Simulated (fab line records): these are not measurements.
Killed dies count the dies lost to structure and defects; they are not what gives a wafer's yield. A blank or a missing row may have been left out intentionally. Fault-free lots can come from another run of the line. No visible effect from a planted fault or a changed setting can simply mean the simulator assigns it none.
Matching of chambers	flow berkeley-cmos170	4 sister chambers for UCB170_M1_ETCH_11 on rie-diel-04
The step etches BARC in N2/H2. 8 wafers are shown with their chamber, then 8 later ones without.

EACH WAFER AND ITS CHAMBER
wafer	chamber	throttle-valve-pct (%)	drypump-motor-current-A (A)
L341.3	2	12.73	5.8
L343.5	1	12.99	5.6
L348.2	1	12.98	5.6
L352.2	2	12.74	5.7
L352.3	0	12.98	6.4
L351.3	0	12.95	6.4
L351.5	3	13.07	5.7
L354.3	3	13.07	5.7

WAFERS MISSING THEIR CHAMBER
wafer	throttle-valve-pct (%)	drypump-motor-current-A (A)
L354.5	12.98	6.4
L354.6	12.99	5.6
L360.1	12.73	5.8
L360.2	13.07	5.7
L360.4	12.96	6.4
L362.2	12.97	6.4
L362.4	12.75	5.8
L362.6	13.06	5.7

THE CHAMBER EACH PASSED THROUGH
wafer	from the rows above	in truth
L354.5	0	0
L354.6	1	1
L360.1	2	2
L360.2	3	3
L360.4	0	0
L362.2	0	0
L362.4	2	2
L362.6	3	3
8 of 8 placed correctly. Number that these rows cannot place: 0. Wrongly placed: 0.
How it was worked out, from the rows above alone: a wafer's distance from a chamber is the root of the sum, over the readings, of the square of ((its reading less the chamber's mean) divided by the reading's scatter). If the next closest chamber is less than 2 further off than the closest, the wafer can't be placed; otherwise it belongs to the closest. For every chamber, the mean is computed from those of its wafers that are shown. The scatter: take each reading less its chamber's mean, square it, sum over the shown wafers, divide by the number of wafers less the number of chambers, and take the root.
